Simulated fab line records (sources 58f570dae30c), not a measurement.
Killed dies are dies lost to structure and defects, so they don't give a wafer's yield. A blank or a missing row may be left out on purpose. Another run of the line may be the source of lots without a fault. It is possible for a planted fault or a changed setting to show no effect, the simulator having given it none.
Split-lot experiment ; flow berkeleyCmos170 ; 23 wafers read across 5 lots, on a route 331 steps long

== THE SPLIT ITSELF ==
At UCB170_CONTACT_CVD_01 (deposits PSG from SiH4/O2/PH3, target thk 700 nm, time 2820 s), the setting o2FlowSccm was moved away from the recipe's 90 sccm on 15 of the 23 wafers read, by -14.7% to +10.7%. All remaining wafers had this setting at the recipe value.

No step appears in the file between the split and the reading.

== THE READING ==
CONTACT_PSG_THK at UCB170_CONTACT_THK_MEAS_02, in nm. Typical for fault-free wafers on this fab line: 701 nm, with standard deviation 7.8 nm.

wafer;tool, chamber at the split;o2FlowSccm as run, sccm;against the recipe;CONTACT_PSG_THK, nm;against lot-mates on the recipe
L077.1;-, -;90;recipe;703;-
L077.2;-, -;90;recipe;700;-
L077.4;-, -;90;recipe;693;-
L077.5;-, -;90;recipe;703;-
L077.6;-, -;90;recipe;704;-
L081.1;lpcvd-01, 1;90;recipe;684;-
L081.2;lpcvd-01, 1;90;recipe;682;-
L081.6;lpcvd-01, 1;90;recipe;683;-
L085.1;-, -;99.66;+10.7%;739;no lot-mate on the recipe
L085.2;-, -;99.66;+10.7%;737;no lot-mate on the recipe
L085.4;-, -;99.66;+10.7%;738;no lot-mate on the recipe
L085.5;-, -;99.66;+10.7%;734;no lot-mate on the recipe
L085.6;-, -;99.66;+10.7%;744;no lot-mate on the recipe
L082.1;-, -;76.79;-14.7%;648;no lot-mate on the recipe
L082.2;-, -;76.79;-14.7%;647;no lot-mate on the recipe
L082.4;-, -;76.79;-14.7%;644;no lot-mate on the recipe
L082.5;-, -;76.79;-14.7%;646;no lot-mate on the recipe
L082.6;-, -;76.79;-14.7%;650;no lot-mate on the recipe
L084.1;-, -;81.09;-9.9%;670;no lot-mate on the recipe
L084.3;-, -;81.09;-9.9%;672;no lot-mate on the recipe
L084.4;-, -;81.09;-9.9%;674;no lot-mate on the recipe
L084.5;-, -;81.09;-9.9%;669;no lot-mate on the recipe
L084.6;-, -;81.09;-9.9%;674;no lot-mate on the recipe

FIT RESULTS
A straight line over all 23 wafers: CONTACT_PSG_THK changes by +3.39 nm for each +1% of o2FlowSccm; r = +0.97; the points scatter about the line by 7.7 nm.
Too few moved wafers with a lot-mate on the recipe to fit a line net of each lot's own level.

== THE WHOLE CHAIN: every reading that the file lists as answering this split, in the file's order ==
step;what it does;reading;change (the file's fit);r (the file's)
UCB170_CONTACT_CVD_01;deposits PSG from SiH4/O2/PH3, target thk 700 nm, time 2820 s;PSG_of_CONTACT_CVD_01.thkNm (the simulator's own value, which no gauge read);+3.38 nm for each +1% of the setting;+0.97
UCB170_CONTACT_THK_MEAS_02;;CONTACT_PSG_THK;+3.4 for each +1% of the setting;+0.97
UCB170_CONTACT_ETCH_18;etches PSG in CHF3/CF4/Ar, stops on TiSi2, target depth 840 nm, time 195 s;etch.depthNm (the simulator's own value, which no gauge read);+3.35 nm for each +1% of the setting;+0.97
UCB170_CONTACT_ETCH_18;etches PSG in CHF3/CF4/Ar, stops on TiSi2, target depth 840 nm, time 195 s;CONTACT.featureDepthNm (the simulator's own value, which no gauge read);+3.38 nm for each +1% of the setting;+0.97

== THE FILE'S OWN FIT ==
CONTACT_PSG_THK changes by +3.4 nm for each +1% of o2FlowSccm, r = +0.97.
